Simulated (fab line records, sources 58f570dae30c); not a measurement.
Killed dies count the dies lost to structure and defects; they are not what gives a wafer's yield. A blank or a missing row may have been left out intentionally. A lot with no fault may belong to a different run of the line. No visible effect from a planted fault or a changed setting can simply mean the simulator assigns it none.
Struck lot and sound lot, side by side    flow berkeleyCmos170    43 steps out of a route of 331
Sound: the wafers L666.1, L666.3, L666.5. The struck wafers were L674.1, L674.3, L674.5. The cause comes at the end.
Order at every step that has rows: each side's tool, ch and its chambers, its first start. Under that, the readings that differ: sound wafers    struck wafers    difference of the means    sigmas: that difference in standard deviations of wafers without a fault.
alike: readings with means less than 2 such deviations apart, plus words and numbers identical on both sides. not compared: withheld readings, readings lacking a value on some wafer, bounds such as >300 that could conceal the same value, and numbers that have no deviation in the record and whose values overlap.
Wherever a step has rows on one side only, a row that says differs or no value, or a row with sigmas, the two part there. When numbers do not overlap yet have no deviation, they are printed without sigmas and do not part them. A reading that every wafer of one side lacks parts them only if that side has two wafers or more.

UCB170_SDANNEAL_RTA_01: time 5 s.
  sound on rtpAnneal-02 ch 0, day 8 20:45; struck on rtpAnneal-01 ch 0, day 10 19:45
reading           sound           struck          difference  sigmas
lampPowerPct (%)  36.0 36.0 36.0  33.5 33.5 33.5  -2.5        -2
  alike: wafer_temp_C_max
UCB170_SDANNEAL_RS_MEAS_02: the measuring method here is four-point-probe.
  struck on filmMetro-03, day 10 19:49; sound on filmMetro-02, day 8 20:49
  alike: PSD_RS
UCB170_SDANNEAL_RS_MEAS_03: the measuring method here is four-point-probe.
  struck on filmMetro-03, day 10 19:56; sound on filmMetro-02, day 8 20:56
  alike: NSD_RS
UCB170_SDANNEAL_RS_MEAS_04: the measuring method here is four-point-probe.
  struck on filmMetro-03, day 10 20:03; sound on filmMetro-02, day 8 21:03
  alike: PLDD_RS
UCB170_SDANNEAL_RS_MEAS_05: the measuring method here is four-point-probe.
  struck on filmMetro-03, day 10 20:10; sound on filmMetro-02, day 8 21:10
  alike: NLDD_RS
then, 1 step without rows for these wafers: UCB170_SILICIDE_PRE_CLEAN_00 (preclean etch time 60 s).
UCB170_SILICIDE_SPUTTER_01: material Ti, target thk 30 nm, time 25 s.
  struck on pvdSputter-03, day 10 20:22; sound on pvdSputter-02, day 8 21:22
  alike: throttleValvePct
UCB170_SILICIDE_RS_MEAS_02: the measuring method here is four-point-probe.
  struck on filmMetro-03, day 10 20:23; sound on filmMetro-02, day 8 21:23
  alike: SILICIDE_TI_RS
UCB170_SILICIDE_THK_MEAS_03: measures by xrf.
  struck on filmMetro-03, day 10 20:31; sound on filmMetro-02, day 8 21:31
reading               sound           struck          difference  sigmas
SILICIDE_TI_THK (nm)  30.6 30.5 30.4  29.6 29.6 29.6  -0.9        -2
UCB170_SILICIDE_RTA_04: time 15 s.
  sound on rtpAnneal-01 ch 0, day 8 21:34; struck on rtpAnneal-01 ch 0, day 10 20:34
  alike: lampPowerPct, wafer_temp_C_max
then, 2 steps without rows for these wafers: UCB170_SILICIDE_WET_ETCH_05 (etches Ti in SPM, time 45 s); UCB170_CONTACT_CLEAN_00 (cleans in SPM, time 600 s).
UCB170_CONTACT_CVD_01: deposits PSG from SiH4/O2/PH3, target thk 700 nm, time 2820 s.
  sound on lpcvd-02 ch 1, day 8 22:52; struck on lpcvd-01 ch 1, day 10 21:23
reading                                 sound              struck             difference  sigmas
sih4FlowSccm (sccm)                     59.90 60.21 59.77  29.96 30.33 30.23  -29.79      -99 or more
model.PSG_of_CONTACT_CVD_01.thkNm (nm)  709.6 719.7 708.9  573.9 578.5 572.1  -137.9      
  alike: susceptorTempC, zonePowerCentrePct
UCB170_CONTACT_THK_MEAS_02:
  struck on filmMetro-02, day 10 23:24; sound on filmMetro-01, day 9 00:38
reading               sound        struck       difference  sigmas
CONTACT_PSG_THK (nm)  709 720 709  574 578 572  -138        -18
  not compared: hold
then, 2 steps without rows for these wafers: UCB170_CONTACT_COAT_04 (resist thk 900 nm); UCB170_CONTACT_SOFTBAKE_05 (time 60 s).
UCB170_CONTACT_STRIP_06: strips in O2.
  sound on plasmaAsher-03 ch 1, day 9 01:14; struck on plasmaAsher-01 ch 0,1, day 11 03:58
  alike: drypumpMotorCurrentA, oesProductAu, stripTimeToEndpointS
  not compared: rfHoursCounterH
then, 1 step without rows for these wafers: UCB170_CONTACT_CLEAN_07 (cleans in SPM, time 600 s).
UCB170_CONTACT_RTA_08: time 10 s.
  sound on rtpAnneal-02 ch 0, day 9 01:36; struck on rtpAnneal-01 ch 0, day 11 04:20
reading           sound           struck          difference  sigmas
lampPowerPct (%)  23.3 23.3 23.3  21.7 21.7 21.7  -1.6        -2
  alike: wafer_temp_C_max
then, 6 steps without rows for these wafers: UCB170_CONTACT_COAT_09; UCB170_CONTACT_COAT_10 (resist thk 900 nm); UCB170_CONTACT_SOFTBAKE_11 (time 60 s); UCB170_CONTACT_EXPOSE_12 (exposes mask CONT, target cd 700 nm); UCB170_CONTACT_PEB_13; UCB170_CONTACT_DEVELOP_14 (develop time 45 s).
UCB170_CONTACT_CD_MEAS_15: target cd 700 nm.
  struck on cdSem-02, day 11 05:27; sound on cdSem-02, day 9 04:36
reading    sound              struck             difference  sigmas
cdNm (nm)  698.3 698.4 698.7  700.7 702.5 702.6  +3.5        +3
UCB170_CONTACT_OVL_MEAS_16:
  struck on overlay-02, day 11 05:34; sound on overlay-02, day 9 04:43
  alike: CONTACT_OVL
then, 1 step without rows for these wafers: UCB170_CONTACT_ETCH_17 (etches BARC in N2/H2).
UCB170_CONTACT_ETCH_18: etches PSG in CHF3/CF4/Ar, stops on TiSi2, target depth 840 nm, time 195 s.
  sound on rieDiel-04 ch 0,2,3; struck on rieDiel-04 ch 0,2
reading                            sound              struck             difference  sigmas
oesProductAu (a.u.)                0.906 0.882 0.923  0.790 0.824 0.818  -0.093      -6
model.etch.depthNm (nm)            709.6 719.7 708.9  573.9 578.5 572.1  -137.9      
model.CONTACT.featureDepthNm (nm)  709.6 719.7 708.9  573.9 578.5 572.1  -137.9      
  alike: drypumpMotorCurrentA, throttleValvePct
  not compared: rfHoursCounterH
then, 1 step without rows for these wafers: UCB170_CONTACT_STRIP_19 (strips in O2).
UCB170_CONTACT_CD_MEAS_90: target cd 700 nm.
  struck on cdSem-01, day 11 06:06; sound on cdSem-02, day 9 05:12
reading    sound              struck             difference  sigmas
cdNm (nm)  699.0 698.8 697.9  701.1 702.9 702.4  +3.6        +3
then, 2 steps without rows for these wafers: UCB170_CONTACT_CLEAN_20 (cleans in SPM, time 600 s); UCB170_M1_SPUTTER_00 (material Al, target thk 600 nm, time 80 s).
UCB170_M1_RS_MEAS_01: the measuring method here is four-point-probe.
  struck on filmMetro-04, day 11 06:36; sound on filmMetro-04, day 9 05:35
  alike: M1_AL_RS
UCB170_M1_THK_MEAS_02: measures by xrf.
  struck on filmMetro-04, day 11 06:43; sound on filmMetro-04, day 9 05:43
  alike: M1_AL_THK
then, 6 steps without rows for these wafers: UCB170_M1_COAT_03; UCB170_M1_COAT_04 (resist thk 900 nm); UCB170_M1_SOFTBAKE_05 (time 60 s); UCB170_M1_EXPOSE_06 (exposes mask METAL1, target cd 700 nm); UCB170_M1_PEB_07; UCB170_M1_DEVELOP_08 (develop time 45 s).
UCB170_M1_METAL_ETCH_12: etches Al in Cl2/BCl3, stops on PSG, target depth 780 nm, time 130 s.
  sound on rieMetal-04 ch 0, day 9 07:59; struck on rieMetal-04 ch 0,1, day 11 08:07
reading                                 sound              struck             difference  sigmas
model.PSG_of_CONTACT_CVD_01.thkNm (nm)  672.5 682.4 671.6  536.8 541.2 534.8  -137.9      
  alike: drypumpMotorCurrentA, oesProductAu, throttleValvePct
  not compared: rfHoursCounterH
UCB170_M3_PROBE_99:
  record: rows for the struck wafers here (prober-01, day 12 02:46), none for the sound ones

WHERE THEY PART
Last at UCB170_M3_PROBE_99 as far as this record goes, first at UCB170_SDANNEAL_RTA_01.

WHY: what had been put in by the simulator
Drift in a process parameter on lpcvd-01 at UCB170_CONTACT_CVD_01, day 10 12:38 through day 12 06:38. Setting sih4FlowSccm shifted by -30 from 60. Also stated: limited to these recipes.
